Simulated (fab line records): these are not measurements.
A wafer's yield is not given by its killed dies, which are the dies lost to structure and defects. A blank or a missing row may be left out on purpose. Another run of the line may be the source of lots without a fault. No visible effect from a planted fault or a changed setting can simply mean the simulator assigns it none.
Problem report, 8D (eight disciplines) form, completed by code    flow berkeley-cmos170    the parts of the form that need people (team, actions taken, sign-off) are left out

## 1. WHAT IS WRONG
Wafers free of any fault read 1008 (standard deviation 8.3) for PLDD_TW at UCB170_PLDD_TW_MEAS_11, against a mean of 1420 on 6 wafers of 2 lots. Measured from the usual mean, that is +50 standard deviations.
Seen first at day 8 18:38 on film-metro-03, wafer L856.2. Wafers with a number at this step in the record: 42, from 14 lots. Rule for "out", or "out of limits": more than 4 standard deviations from the usual mean. The rest of the wafers with a number are treated as sound.

## 2. WHAT THIS IS AND IS NOT
question                     is                      is not
which readings at this step  PLDD_TW                 -
which lots                   L856, L859              L850, L853, L854, L858, L863, L864, L865, L868, L869, L871, L872, L873
which wafers of those lots   all that have a number  -
read on which gauges         film-metro-03           film-metro-01, film-metro-02
when                         from day 8 18:38        up to then (9 sound wafers); but 27 sound wafers of L858, L863, L864, L865, L868, L869, L871, L872, L873 came after

## 3. SUSPECTS, AND WHAT RULES EACH OUT
Counting: any tool at a process step up to the reading is kept as a suspect provided that every lot that is out went through it and no sound lot did after the first of them.
- the gauge at UCB170_PLDD_TW_MEAS_11 is ruled out. All the wafers that are out were read on film-metro-03, but those of them that UCB170_PLDD_IMPLANT_08 has rows for are out there too, on other tools.
- implanter-03 at UCB170_PLDD_IMPLANT_08: ruled out as a lasting fault. Following L856 (day 8 18:15), the first lot on it that is out, the sound lots L873 were run on it.
Left after counting: nothing in the record.

## 4. THE CAUSE (what the simulator had put in)
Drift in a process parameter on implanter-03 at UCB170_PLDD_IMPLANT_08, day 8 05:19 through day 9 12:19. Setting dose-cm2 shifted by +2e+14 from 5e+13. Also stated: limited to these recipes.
Counting ruled it out, wrongly: the rule takes a fault to strike every lot that its tool runs from its start on, and this one did not.

## 5. THE EFFECT CHAIN, in route order
Rows list readings where the struck wafers' mean (over those with a number) sits beyond 3 standard deviations from the usual. Only readings whose record carries a usual standard deviation are examined. hours: median over the lots of the time between each lot's start at the first step of this table that gives one and its start at this step. sigmas: the change, counted in usual standard deviations.
hours  step                        reading             usual          on struck wafers  change  sigmas
0      UCB170_PLDD_IMPLANT_08      beam-on-s           9.99 s         38.89             +28.90  +99 or more
0      UCB170_PLDD_IMPLANT_08      dose-ions-cm2       5e+13          3e+14             +2e+14  +99 or more
0      UCB170_PLDD_IMPLANT_08      faraday-current-uA  159            204               +44     +13
0      UCB170_PLDD_TW_MEAS_11      PLDD_TW             1008           1420              +412    +50
15     UCB170_SDANNEAL_RS_MEAS_04  PLDD_RS             1031.8 ohm/sq  460.9             -570.9  -99 or more
It contains these process steps:
- UCB170_PLDD_IMPLANT_08
Later measuring or inspecting steps at which every struck wafer that the step has a row for has a number for every such reading, and none has moved that far: UCB170_PSD_OVL_MEAS_07, UCB170_NSD_TW_MEAS_10.

## 6. HOW IT WOULD HAVE BEEN CAUGHT EARLIER
Counted from the fault's start at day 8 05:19, it took 13 hours until the first out-of-limits reading at a measuring or inspecting step in this record, taken at day 8 18:38.
At UCB170_PLDD_IMPLANT_08, the tool's own readings (beam-on-s, dose-ions-cm2, faraday-current-uA) were out on each struck wafer the step has a row for, so an alarm limit on them would have fired on the first such wafer.
